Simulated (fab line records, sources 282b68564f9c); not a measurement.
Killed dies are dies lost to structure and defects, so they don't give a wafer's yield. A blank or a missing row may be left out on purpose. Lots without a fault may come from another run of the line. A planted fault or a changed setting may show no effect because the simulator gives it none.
A struck lot beside a sound one | flow rit_cmos | 44 steps out of a route of 202
Sound: wafers L308.3, L308.4, L308.6. Struck: wafers L324.1, L324.3, L324.4. The cause comes at the end.
At each step with rows: each side's tool, then ch and its chambers, then its first start. Under that, the readings that differ: sound wafers | struck wafers | difference of the means | sigmas: that difference in standard deviations of wafers without a fault.
alike: readings whose means differ by less than 2 such deviations, and words and numbers that are the same on both sides. not compared: withheld readings, readings that some wafer has no value for, bounds like >300 that may hide the same value, and numbers for which the record gives no deviation and whose values overlap.
The two part at a step that has a row with sigmas, a row that says differs or no value, or rows on one side only. Numbers that don't overlap but have no deviation are shown without sigmas and don't part them. A reading that every wafer of one side lacks parts them only if that side has two wafers or more.

first, 1 step without rows for these wafers: RIT_PRETRO_IMPLANT_08.
RIT_PRETRO_STRIP_09: strips in O2, time 180 s.
  sound on plasma_asher-02 ch 0,1, day 2 23:55; struck on plasma_asher-03 ch 0,1, day 6 07:17
  alike: drypump_motor_current_A
  not compared: rf_hours_counter_h
RIT_PRETRO_TW_MEAS_10:
  sound on film_metro-03, day 3 00:02; struck on film_metro-04, day 6 07:28
  alike: PRETRO_TW
then, 5 steps without rows for these wafers: RIT_GATE_WET_ETCH_00 (etches SiO2 in BOE, target depth 56 nm, time 60 s); RIT_GATE_CLEAN_01 (cleans in SC1, time 600 s); RIT_GATE_CLEAN_02 (cleans in dHF, time 30 s); RIT_GATE_CLEAN_03 (cleans in SC2, time 600 s); RIT_GATE_CLEAN_04 (cleans in dHF, time 60 s).
RIT_FOX2_THK_MEAS_91:
  sound on film_metro-01, day 3 00:32; struck on film_metro-02, day 6 07:58
  alike: FIELD_OXIDE_LEFT_2_THK
then, 2 steps without rows for these wafers: RIT_GATE_OXIDATION_05 (target thk 3 nm, ox time 270 s); RIT_GATE_ANNEAL_06 (time 600 s).
RIT_GATE_THK_MEAS_07:
  sound on film_metro-03, day 3 03:33; struck on film_metro-01, day 6 10:23
  alike: GATE_OXIDE_THK
RIT_GATE_CVD_08: deposits poly-Si from SiH4, target thk 250 nm, time 2220 s.
  sound on lpcvd-02 ch 1, day 3 03:35; struck on lpcvd-01 ch 0, day 6 10:27
  reading                                  | sound             | struck            | difference | sigmas
  pressure_mtorr (mTorr)                   | 300.6 299.4 300.6 | 239.6 239.0 239.9 | -60.7      | -92
  model.poly-Si_of_GATE_CVD_08.thk_nm (nm) | 245.7 248.1 247.8 | 224.8 225 223.4   | -22.8      |
  alike: spike_tc_centre_C
RIT_GATE_THK_MEAS_09:
  sound on film_metro-02, day 3 06:02; struck on film_metro-02, day 6 12:04
  reading            | sound             | struck            | difference | sigmas
  GATE_POLY_THK (nm) | 245.5 248.1 247.9 | 225.0 225.1 223.5 | -22.6      | -11
then, 6 steps without rows for these wafers: RIT_GATE_HMDS_10 (prime time 60 s); RIT_GATE_COAT_11 (resist thk 850 nm); RIT_GATE_SOFTBAKE_12 (time 60 s); RIT_GATE_EXPOSE_13 (exposes mask M6, target cd 150 nm); RIT_GATE_PEB_14; RIT_GATE_DEVELOP_15 (develop time 50 s).
RIT_GATE_CD_MEAS_16: target cd 150 nm.
  sound on cd_sem-02, day 3 06:58; struck on cd_sem-01, day 6 13:06
  alike: cd_nm
RIT_GATE_OVL_MEAS_17:
  sound on overlay-02, day 3 07:04; struck on overlay-02, day 6 13:13
  alike: GATE_OVL
then, 1 step without rows for these wafers: RIT_GATE_HARDBAKE_18 (time 60 s).
RIT_GATE_ETCH_19: etches poly-Si in SF6/CHF3/O2, stops on SiO2, time 165 s, target depth 312.5 nm.
  sound on rie_si-01 ch 1,2, day 3 07:25; struck on rie_si-01 ch 0,2,3, day 6 13:25
  reading                          | sound             | struck            | difference | sigmas
  oes_product_au (a.u.)            | 0.860 0.840 0.855 | 0.796 0.797 0.805 | -0.052     | -4
  model.etch.depth_nm (nm)         | 245.7 248.1 247.8 | 224.8 225 223.4   | -22.8      |
  model.GATE.feature_depth_nm (nm) | 245.7 248.1 247.8 | 224.8 225 223.4   | -22.8      |
  alike: drypump_motor_current_A, throttle_valve_pct
  not compared: rf_hours_counter_h
RIT_GATE_STRIP_20: strips in O2, time 180 s.
  sound on plasma_asher-04 ch 0,1, day 3 07:35; struck on plasma_asher-02 ch 0,1, day 6 13:31
  alike: drypump_motor_current_A
  not compared: rf_hours_counter_h
RIT_GATE_CD_MEAS_90: target cd 150 nm.
  sound on cd_sem-01, day 3 07:44; struck on cd_sem-02, day 6 13:41
  alike: cd_nm
then, 4 steps without rows for these wafers: RIT_REOX_CLEAN_00 (cleans in SC1, time 600 s); RIT_REOX_CLEAN_01 (cleans in dHF, time 30 s); RIT_REOX_CLEAN_02 (cleans in SC2, time 600 s); RIT_REOX_OXIDATION_03 (target thk 25.2 nm, ox time 5580 s).
RIT_REOX_THK_MEAS_04:
  sound on film_metro-02, day 3 10:46; struck on film_metro-04, day 6 17:05
  alike: REOX_OXIDE_THK
then, 6 steps without rows for these wafers: RIT_NLDD_HMDS_00 (prime time 60 s); RIT_NLDD_COAT_01 (resist thk 1000 nm); RIT_NLDD_SOFTBAKE_02 (time 60 s); RIT_NLDD_EXPOSE_03 (exposes mask M7, target cd 40700 nm); RIT_NLDD_PEB_04; RIT_NLDD_DEVELOP_05 (develop time 50 s).
RIT_NLDD_OVL_MEAS_06:
  sound on overlay-01, day 3 11:40; struck on overlay-02, day 6 18:07
  alike: NLDD_OVL
then, 2 steps without rows for these wafers: RIT_NLDD_HARDBAKE_07 (time 60 s); RIT_NLDD_IMPLANT_08.
RIT_NLDD_STRIP_09: strips in O2, time 180 s.
  sound on plasma_asher-03 ch 0,1, day 3 12:02; struck on plasma_asher-04 ch 0,1, day 6 18:27
  alike: drypump_motor_current_A
  not compared: rf_hours_counter_h
RIT_NLDD_TW_MEAS_10:
  sound on film_metro-01, day 3 12:11; struck on film_metro-01, day 6 18:38
  alike: NLDD_TW
RIT_SDANNEAL_CLEAN_02: cleans in SC2, time 600 s.
  sound on wet_bench-01 ch 0, day 3 20:30; struck on wet_bench-01 ch 1, day 7 01:46
  reading                                  | sound             | struck        | difference | sigmas
  model.poly-Si_of_GATE_CVD_08.thk_nm (nm) | 158.2 161.8 161.2 | 138 138 135.2 | -23        |
  alike: bath_guard_temp_C
RIT_M1_PROBE_99:
  sound on prober-02, day 4 04:29; struck on prober-02, day 7 09:31
  reading                             | sound             | struck            | difference | sigmas
  model.etest.nmos_turned.drive_ua_um | 340.6 334.2 328.4 | 363.2 368.6 364.7 | +31.1      |
  model.etest.pmos_turned.drive_ua_um | 200.3 190.8 186.7 | 201.6 203.1 207.4 | +11.4      |
  alike: killed_at_M0_to_M3, killed_at_contacts, killed_at_front_end, killed_dies, killed_on_rim, killed_open, killed_short
  not compared: model.etest.ppoly_line.rs_ohm_sq, model.etest.nmos_0p15.tox_inv_nm

WHERE THEY PART
First at RIT_GATE_CVD_08; last, within this record, at RIT_GATE_ETCH_19. Later steps at which nothing parts them and some readings are alike: RIT_GATE_STRIP_20, RIT_GATE_CD_MEAS_90, RIT_REOX_THK_MEAS_04, RIT_NLDD_OVL_MEAS_06, RIT_NLDD_STRIP_09, RIT_NLDD_TW_MEAS_10, RIT_SDANNEAL_CLEAN_02, RIT_M1_PROBE_99.

WHY: what the simulator had put in
Process parameter drift: lpcvd-01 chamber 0, from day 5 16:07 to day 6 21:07, at RIT_GATE_CVD_08. Setting pressure_mtorr, moved by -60, from 300. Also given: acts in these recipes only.
